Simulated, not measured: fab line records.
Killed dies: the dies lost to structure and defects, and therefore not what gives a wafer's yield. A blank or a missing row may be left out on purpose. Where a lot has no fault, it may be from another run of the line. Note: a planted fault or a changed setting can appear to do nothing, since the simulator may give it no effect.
What tool caused it? || flow rit cmos || 6 lots, 18 wafers sampled, at 2 steps of a route of 202

== WHAT THE GAUGES SHOWED, per wafer ==
RIT_M1_RS_MEAS_01: measures by four-point-probe.
{"lot": "L394", "measured": "day 4 00:15", "on": "film metro-02", "M1_AL_RS (ohm/sq)": "0.0743 0.0739 0.0742"}
{"lot": "L398", "measured": "day 4 22:20", "on": "film metro-03", "M1_AL_RS (ohm/sq)": "0.0739 0.0727 0.0728"}
{"lot": "L401", "measured": "day 5 14:40", "on": "film metro-01", "M1_AL_RS (ohm/sq)": "0.0744 0.0741 0.0745"}
{"lot": "L402", "measured": "day 5 18:54", "on": "film metro-03", "M1_AL_RS (ohm/sq)": "0.0731 0.0731 0.0738"}
{"lot": "L404", "measured": "day 6 04:04", "on": "film metro-03", "M1_AL_RS (ohm/sq)": "0.0736 0.0742 0.0738"}
{"lot": "L413", "measured": "day 8 06:28", "on": "film metro-01", "M1_AL_RS (ohm/sq)": "0.0756 0.0736 0.0736"}

== TOOL THAT RAN EACH LOT (tool first, then ch and the chambers of the sampled wafers, then the start) ==
{"lot": "L394", "RIT_M1_SPUTTER_00": "pvd sputter-01, day 3 23:58"}
{"lot": "L398", "RIT_M1_SPUTTER_00": "pvd sputter-03, day 4 22:02"}
{"lot": "L401", "RIT_M1_SPUTTER_00": "pvd sputter-01, day 5 14:22"}
{"lot": "L402", "RIT_M1_SPUTTER_00": "pvd sputter-03, day 5 18:35"}
{"lot": "L404", "RIT_M1_SPUTTER_00": "pvd sputter-01, day 6 03:45"}
{"lot": "L413", "RIT_M1_SPUTTER_00": "pvd sputter-02, day 8 06:11"}
- RIT_M1_SPUTTER_00: material Al, target thk 400 nm, time 500 s.

== THE ANSWER, worked out from the rows above alone ==
Rule: the lots themselves supply what counts as usual. The widest of any qualifying gaps counts: lots, ordered by their means at a reading, are off when they make up no more than a third of the lots, leave a main group of 4 or more, and stand apart from it by 3 or more times the standard deviation of that group's means. Not used: any main group whose means are identical at the precision the tables above print for the reading. A lot without any number at a reading at which 4 lots or more have one is off too. Where the step has rows for the other lots, those lots are counted as sound.
Across all readings shown, no lot is off: no conclusion can be drawn from this.

== WHAT THE SIMULATOR PUT IN ==
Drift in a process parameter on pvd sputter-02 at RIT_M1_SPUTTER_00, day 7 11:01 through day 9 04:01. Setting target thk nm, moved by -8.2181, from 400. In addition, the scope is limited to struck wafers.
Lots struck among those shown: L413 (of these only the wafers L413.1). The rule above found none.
